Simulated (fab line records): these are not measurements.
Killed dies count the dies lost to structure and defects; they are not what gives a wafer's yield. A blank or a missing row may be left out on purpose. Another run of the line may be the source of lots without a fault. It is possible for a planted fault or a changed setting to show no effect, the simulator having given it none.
The tool behind it: which one? || flow rit_cmos || Sampling: 15 lots, 45 wafers, 2 of 202 route steps

== WHAT THE GAUGES READ, wafer by wafer ==
The record holds no reading of a measuring or inspecting step that can be judged against a usual standard deviation.

== WHAT TOOL EACH LOT RAN ON (gives the tool, then ch and the chambers of the sampled wafers, and finally the start) ==
{"lot": "L482", "RIT_M1_METAL_ETCH_12": "rie_metal-03 ch 0,1, day 3 11:44", "RIT_M1_PROBE_99": "prober-01, day 3 13:59"}
{"lot": "L484", "RIT_M1_METAL_ETCH_12": "rie_metal-04 ch 1, day 3 20:06", "RIT_M1_PROBE_99": "-"}
{"lot": "L485", "RIT_M1_METAL_ETCH_12": "rie_metal-03 ch 0,1, day 3 23:17", "RIT_M1_PROBE_99": "prober-02, day 4 01:39"}
{"lot": "L487", "RIT_M1_METAL_ETCH_12": "rie_metal-04 ch 0,1, day 4 11:55", "RIT_M1_PROBE_99": "-"}
{"lot": "L488", "RIT_M1_METAL_ETCH_12": "rie_metal-03 ch 0, day 4 15:57", "RIT_M1_PROBE_99": "-"}
{"lot": "L489", "RIT_M1_METAL_ETCH_12": "rie_metal-02 ch 0,1, day 4 23:01", "RIT_M1_PROBE_99": "-"}
{"lot": "L490", "RIT_M1_METAL_ETCH_12": "rie_metal-04 ch 0, day 5 03:16", "RIT_M1_PROBE_99": "-"}
{"lot": "L494", "RIT_M1_METAL_ETCH_12": "rie_metal-03 ch 0,1, day 6 00:26", "RIT_M1_PROBE_99": "prober-01, day 6 02:44"}
{"lot": "L495", "RIT_M1_METAL_ETCH_12": "rie_metal-02 ch 1, day 6 05:22", "RIT_M1_PROBE_99": "-"}
{"lot": "L496", "RIT_M1_METAL_ETCH_12": "rie_metal-03 ch 0,1, day 6 12:05", "RIT_M1_PROBE_99": "prober-02, day 6 15:44"}
{"lot": "L499", "RIT_M1_METAL_ETCH_12": "rie_metal-03 ch 0,1, day 7 01:40", "RIT_M1_PROBE_99": "prober-02, day 7 03:58"}
{"lot": "L500", "RIT_M1_METAL_ETCH_12": "rie_metal-04 ch 0,1, day 7 05:58", "RIT_M1_PROBE_99": "prober-01, day 7 08:16"}
{"lot": "L502", "RIT_M1_METAL_ETCH_12": "rie_metal-02 ch 0,1, day 7 15:44", "RIT_M1_PROBE_99": "prober-01, day 7 17:59"}
{"lot": "L503", "RIT_M1_METAL_ETCH_12": "rie_metal-04 ch 0,1, day 7 21:56", "RIT_M1_PROBE_99": "prober-02, day 8 00:15"}
{"lot": "L505", "RIT_M1_METAL_ETCH_12": "rie_metal-02 ch 0,1, day 8 04:53", "RIT_M1_PROBE_99": "prober-02, day 8 07:13"}
- RIT_M1_METAL_ETCH_12: etches Al in Cl2/BCl3, stops on SiO2, time 165 s, target depth 600 nm.
- RIT_M1_PROBE_99

== AS READ BY THE TOOLS THEMSELVES (means over the sampled wafers that have a number; for cases with no such wafer, the mark the record gives instead) ==
RIT_M1_METAL_ETCH_12.
{"lot": "L482", "tool": "rie_metal-03", "bcl3_flow_sccm (sccm)": 49.98, "drypump_motor_current_A (A)": 5.5, "he_backside_leak_sccm (sccm)": 3.23, "oes_product_au (a.u.)": 0.760, "throttle_valve_pct (%)": 8.23}
{"lot": "L484", "tool": "rie_metal-04", "bcl3_flow_sccm (sccm)": 49.93, "drypump_motor_current_A (A)": 5.6, "he_backside_leak_sccm (sccm)": 3.38, "oes_product_au (a.u.)": 0.788, "throttle_valve_pct (%)": 8.11}
{"lot": "L485", "tool": "rie_metal-03", "bcl3_flow_sccm (sccm)": 50.01, "drypump_motor_current_A (A)": 5.9, "he_backside_leak_sccm (sccm)": 3.45, "oes_product_au (a.u.)": 0.766, "throttle_valve_pct (%)": 8.29}
{"lot": "L487", "tool": "rie_metal-04", "bcl3_flow_sccm (sccm)": 49.97, "drypump_motor_current_A (A)": 5.6, "he_backside_leak_sccm (sccm)": 3.78, "oes_product_au (a.u.)": 0.799, "throttle_valve_pct (%)": 8.38}
{"lot": "L488", "tool": "rie_metal-03", "bcl3_flow_sccm (sccm)": 50.12, "drypump_motor_current_A (A)": 6.2, "he_backside_leak_sccm (sccm)": 3.43, "oes_product_au (a.u.)": 0.776, "throttle_valve_pct (%)": 8.33}
{"lot": "L489", "tool": "rie_metal-02", "bcl3_flow_sccm (sccm)": 50.08, "drypump_motor_current_A (A)": 5.3, "he_backside_leak_sccm (sccm)": 3.17, "oes_product_au (a.u.)": 0.763, "throttle_valve_pct (%)": 8.36}
{"lot": "L490", "tool": "rie_metal-04", "bcl3_flow_sccm (sccm)": 50.10, "drypump_motor_current_A (A)": 5.7, "he_backside_leak_sccm (sccm)": 3.57, "oes_product_au (a.u.)": 0.797, "throttle_valve_pct (%)": 8.53}
{"lot": "L494", "tool": "rie_metal-03", "bcl3_flow_sccm (sccm)": 49.97, "drypump_motor_current_A (A)": 5.9, "he_backside_leak_sccm (sccm)": 3.34, "oes_product_au (a.u.)": 0.781, "throttle_valve_pct (%)": 8.28}
{"lot": "L495", "tool": "rie_metal-02", "bcl3_flow_sccm (sccm)": 50.14, "drypump_motor_current_A (A)": 5.1, "he_backside_leak_sccm (sccm)": 3.18, "oes_product_au (a.u.)": 0.773, "throttle_valve_pct (%)": 8.41}
{"lot": "L496", "tool": "rie_metal-03", "bcl3_flow_sccm (sccm)": 50.05, "drypump_motor_current_A (A)": 5.5, "he_backside_leak_sccm (sccm)": 3.27, "oes_product_au (a.u.)": 0.769, "throttle_valve_pct (%)": 8.23}
{"lot": "L499", "tool": "rie_metal-03", "bcl3_flow_sccm (sccm)": 50.03, "drypump_motor_current_A (A)": 5.5, "he_backside_leak_sccm (sccm)": 3.31, "oes_product_au (a.u.)": 0.772, "throttle_valve_pct (%)": 8.24}
{"lot": "L500", "tool": "rie_metal-04", "bcl3_flow_sccm (sccm)": 49.91, "drypump_motor_current_A (A)": 5.6, "he_backside_leak_sccm (sccm)": 3.68, "oes_product_au (a.u.)": 0.789, "throttle_valve_pct (%)": 8.38}
{"lot": "L502", "tool": "rie_metal-02", "bcl3_flow_sccm (sccm)": 49.97, "drypump_motor_current_A (A)": 5.3, "he_backside_leak_sccm (sccm)": 3.12, "oes_product_au (a.u.)": 0.781, "throttle_valve_pct (%)": 8.36}
{"lot": "L503", "tool": "rie_metal-04", "bcl3_flow_sccm (sccm)": 49.92, "drypump_motor_current_A (A)": 5.6, "he_backside_leak_sccm (sccm)": 3.55, "oes_product_au (a.u.)": 0.783, "throttle_valve_pct (%)": 8.39}
{"lot": "L505", "tool": "rie_metal-02", "bcl3_flow_sccm (sccm)": 49.84, "drypump_motor_current_A (A)": 5.5, "he_backside_leak_sccm (sccm)": 3.16, "oes_product_au (a.u.)": 0.782, "throttle_valve_pct (%)": 8.31}

RIT_M1_PROBE_99.
{"lot": "L482", "tool": "prober-01", "defect_limited_yield (%)": 98.0, "killed_at_M0_to_M3": 0.0, "killed_at_contacts": 0.0, "killed_at_front_end": 5.3, "killed_dies": 5.3, "killed_open": 2.7, "killed_short": 2.7, "sort_bin_3_pad_short (%)": 0.1, "sort_bin_5_function (%)": 1.3, "sort_bin_6_memory (%)": 0.6, "sort_n_pass": 258.7, "sort_yield_pct (%)": 98.0}
{"lot": "L485", "tool": "prober-02", "defect_limited_yield (%)": 97.8, "killed_at_M0_to_M3": 0.0, "killed_at_contacts": 0.0, "killed_at_front_end": 5.7, "killed_dies": 5.7, "killed_open": 3.7, "killed_short": 2.0, "sort_bin_3_pad_short (%)": 0.0, "sort_bin_5_function (%)": 1.1, "sort_bin_6_memory (%)": 1.0, "sort_n_pass": 258.3, "sort_yield_pct (%)": 97.8}
{"lot": "L494", "tool": "prober-01", "defect_limited_yield (%)": 93.2, "killed_at_M0_to_M3": 9.7, "killed_at_contacts": 0.3, "killed_at_front_end": 8.0, "killed_dies": 18.0, "killed_open": 3.7, "killed_short": 4.7, "sort_bin_3_pad_short (%)": 1.3, "sort_bin_5_function (%)": 3.8, "sort_bin_6_memory (%)": 1.7, "sort_n_pass": 246.0, "sort_yield_pct (%)": 93.2}
{"lot": "L496", "tool": "prober-02", "defect_limited_yield (%)": 90.9, "killed_at_M0_to_M3": 19.0, "killed_at_contacts": 0.0, "killed_at_front_end": 5.0, "killed_dies": 24.0, "killed_open": 3.7, "killed_short": 1.3, "sort_bin_3_pad_short (%)": 1.4, "sort_bin_5_function (%)": 6.5, "sort_bin_6_memory (%)": 1.2, "sort_n_pass": 240.0, "sort_yield_pct (%)": 90.9}
{"lot": "L499", "tool": "prober-02", "defect_limited_yield (%)": 89.8, "killed_at_M0_to_M3": 18.3, "killed_at_contacts": 0.7, "killed_at_front_end": 8.0, "killed_dies": 27.0, "killed_open": 3.3, "killed_short": 5.3, "sort_bin_3_pad_short (%)": 1.8, "sort_bin_5_function (%)": 6.2, "sort_bin_6_memory (%)": 2.3, "sort_n_pass": 237.0, "sort_yield_pct (%)": 89.8}
{"lot": "L500", "tool": "prober-01", "defect_limited_yield (%)": 97.8, "killed_at_M0_to_M3": 0.0, "killed_at_contacts": 0.0, "killed_at_front_end": 5.7, "killed_dies": 5.7, "killed_open": 1.7, "killed_short": 4.0, "sort_bin_3_pad_short (%)": 0.1, "sort_bin_5_function (%)": 1.3, "sort_bin_6_memory (%)": 0.8, "sort_n_pass": 258.3, "sort_yield_pct (%)": 97.8}
{"lot": "L502", "tool": "prober-01", "defect_limited_yield (%)": 98.1, "killed_at_M0_to_M3": 0.0, "killed_at_contacts": 0.3, "killed_at_front_end": 4.7, "killed_dies": 5.0, "killed_open": 3.3, "killed_short": 1.7, "sort_bin_3_pad_short (%)": 0.0, "sort_bin_5_function (%)": 1.3, "sort_bin_6_memory (%)": 0.7, "sort_n_pass": 259.0, "sort_yield_pct (%)": 98.1}
{"lot": "L503", "tool": "prober-02", "defect_limited_yield (%)": 97.3, "killed_at_M0_to_M3": 0.0, "killed_at_contacts": 0.0, "killed_at_front_end": 7.0, "killed_dies": 7.0, "killed_open": 2.3, "killed_short": 4.7, "sort_bin_3_pad_short (%)": 0.0, "sort_bin_5_function (%)": 1.5, "sort_bin_6_memory (%)": 1.1, "sort_n_pass": 257.0, "sort_yield_pct (%)": 97.3}
{"lot": "L505", "tool": "prober-02", "defect_limited_yield (%)": 98.2, "killed_at_M0_to_M3": 0.0, "killed_at_contacts": 0.0, "killed_at_front_end": 4.7, "killed_dies": 4.7, "killed_open": 2.7, "killed_short": 2.0, "sort_bin_3_pad_short (%)": 0.1, "sort_bin_5_function (%)": 0.9, "sort_bin_6_memory (%)": 0.8, "sort_n_pass": 259.3, "sort_yield_pct (%)": 98.2}

== THE ANSWER, worked out from the rows above alone ==
Rule: the lots themselves supply what counts as usual. Put in order of their means at a reading, lots are off if they are a third of the lots or fewer, leave a main group of 4 or more, and stand apart from it by a gap of 3 or more times the standard deviation of the main group's means; of several such gaps the widest counts. Not used: any main group whose means are identical at the precision the tables above print for the reading. A lot without any number at a reading at which 4 lots or more have one is off too. Where the step has rows for the other lots, those lots are counted as sound. First the gauges in route order, then the tools' own readings, where a lot's mean is used as printed above. The first step at which some lot is off is used, and at that step the reading that is off furthest; a lot without a number counts as furthest.
Off, at RIT_M1_PROBE_99 on sort_bin_3_pad_short: L494, L496, L499. The main group: mean 0.1 %, standard deviation 0.05. Neither off nor sound, because the step has no rows for them: L484, L487, L488, L489, L490, L495.
A tool fits if, at that step or a process step before it, it ran every lot that is off, and no sound lot after the first of them. One fits: rie_metal-03 at RIT_M1_METAL_ETCH_12. Its last sound lot is L485 (day 3 23:17), its first lot that is off L494 (day 6 00:26): a fault that began between those two fits.

== WHAT HAD BEEN PUT IN BY THE SIMULATOR ==
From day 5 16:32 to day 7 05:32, rie_metal-03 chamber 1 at RIT_M1_METAL_ETCH_12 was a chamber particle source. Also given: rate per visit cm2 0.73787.
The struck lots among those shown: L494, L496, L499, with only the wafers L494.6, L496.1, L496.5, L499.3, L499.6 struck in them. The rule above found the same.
